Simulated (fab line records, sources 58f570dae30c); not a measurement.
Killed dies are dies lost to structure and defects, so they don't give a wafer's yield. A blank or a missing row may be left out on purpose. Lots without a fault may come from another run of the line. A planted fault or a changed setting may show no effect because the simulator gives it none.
Split-lot experiment | flow berkeley_cmos170 | 5 lots, 23 wafers read, on a route of 331 steps

THE SPLIT
At UCB170_GATE_COAT_07 (resist thk 900 nm), the setting spin_rpm was moved away from the recipe's 1500 rpm on 11 of the 23 wafers read, by -4.7% to +4.9%. The other wafers ran this setting at the recipe's value.

FROM THE SPLIT TO THE READING: what the file shows between them, 1 step
- UCB170_GATE_ETCH_14: etches BARC in N2/H2 (also split here: bias_w)

THE READING
KrF_of_GATE_COAT_07.thk_nm (the simulator's own value, which no gauge read), in nm, at UCB170_GATE_ETCH_15 (etches poly-Si in HBr/Cl2, stops on SiO2, time 56.3 s, target depth 278.2 nm). The file gives no usual value for it. The 12 wafers here that ran the recipe average 776.1 nm, standard deviation 3.9 nm.

wafer  | tool, chamber at the split | spin_rpm as run, rpm | against the recipe | KrF_of_GATE_COAT_07.thk_nm, nm | against lot-mates on the recipe
L074.1 | litho_track-02, 0          | 1500                 | recipe             | 772.8                          | -
L074.2 | litho_track-02, 0          | 1466                 | -2.3%              | 784.3                          | +12.1
L074.3 | litho_track-02, 0          | 1500                 | recipe             | 771.6                          | -
L074.5 | litho_track-02, 0          | 1466                 | -2.3%              | 779.8                          | +7.6
L074.6 | litho_track-02, 0          | 1466                 | -2.3%              | 786.4                          | +14.2
L077.1 | litho_track-02, 0          | 1500                 | recipe             | 775.1                          | -
L077.4 | litho_track-02, 0          | 1500                 | recipe             | 780.1                          | -
L077.6 | litho_track-02, 0          | 1500                 | recipe             | 775.5                          | -
L078.2 | litho_track-01, 0          | 1573                 | +4.9%              | 754.1                          | -25.0
L078.3 | litho_track-01, 0          | 1573                 | +4.9%              | 760.3                          | -18.9
L078.4 | litho_track-01, 0          | 1500                 | recipe             | 779.4                          | -
L078.5 | litho_track-01, 0          | 1500                 | recipe             | 778.9                          | -
L078.6 | litho_track-01, 0          | 1573                 | +4.9%              | 754                            | -25.1
L079.1 | litho_track-02, 0          | 1500                 | recipe             | 772.2                          | -
L079.2 | litho_track-02, 0          | 1435                 | -4.3%              | 788.1                          | +16.0
L079.3 | litho_track-02, 0          | 1500                 | recipe             | 773.4                          | -
L079.4 | litho_track-02, 0          | 1435                 | -4.3%              | 791.6                          | +19.5
L079.6 | litho_track-02, 0          | 1500                 | recipe             | 770.7                          | -
L085.1 | litho_track-01, 0          | 1430                 | -4.7%              | 798.6                          | +16.9
L085.3 | litho_track-01, 0          | 1430                 | -4.7%              | 799.6                          | +17.9
L085.4 | litho_track-01, 0          | 1500                 | recipe             | 781.7                          | -
L085.5 | litho_track-01, 0          | 1500                 | recipe             | 781.7                          | -
L085.6 | litho_track-01, 0          | 1430                 | -4.7%              | 797.5                          | +15.8

THE FIT
A straight line over all 23 wafers: KrF_of_GATE_COAT_07.thk_nm changes by -4.11 nm for each +1% of spin_rpm; r = -0.95; the points scatter about the line by 3.9 nm.
The same after taking each lot's own level away (the mean of its wafers on the recipe; 23 wafers): -4.28 nm for each +1%; r = -0.98; scatter 2.4 nm.
On that fit, the largest move of spin_rpm shifts the reading by 21 nm.
The lots' own levels span 772.10 to 781.70 nm, that is 2.5 times the standard deviation above.
So the lot-to-lot level changes the slope little: the two slopes agree.
Check: with one of the wafers moved furthest among these (+4.9%) left out of the fit, the line predicts -20.4 nm for it against its lot-mates. It came out at -25 nm against them.

OTHER SPLITS ON THESE WAFERS
These wafers also went through other splits before the reading. Each is held against what the fit with the lots' levels taken away leaves over:
other split on the same wafers      | wafers away from the commonest value | r with KrF_of_GATE_COAT_07.thk_nm (lot level and that fit taken away)
UCB170_ZERO_STRIP_07 o2_flow_sccm   | 7                                    | -0.23
UCB170_NWELL_IMPLANT_14 energy_kev  | 8                                    | +0.06
UCB170_ACTIVE_STRIP_16 power_w      | 10                                   | -0.18
UCB170_PFIELD_IMPLANT_07 energy_kev | 5                                    | +0.17
UCB170_GATE_CVD_04 temp_c           | 15                                   | +0.37
UCB170_GATE_ETCH_14 bias_w          | 6                                    | +0.06

THE WHOLE CHAIN: every reading that the file lists as answering this split, in the file's order
step                | what it does                                                                 | reading                                                                     | change (the file's fit)              | r (the file's)
UCB170_GATE_COAT_07 | resist thk 900 nm                                                            | KrF_of_GATE_COAT_07.thk_nm (the simulator's own value, which no gauge read) | -4.54 nm for each +1% of the setting | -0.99
UCB170_GATE_ETCH_15 | etches poly-Si in HBr/Cl2, stops on SiO2, time 56.3 s, target depth 278.2 nm | KrF_of_GATE_COAT_07.thk_nm (the simulator's own value, which no gauge read) | -4.23 nm for each +1% of the setting | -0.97

THE FILE'S OWN FIT
KrF_of_GATE_COAT_07.thk_nm changes by -4.23 nm for each +1% of spin_rpm, r = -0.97.
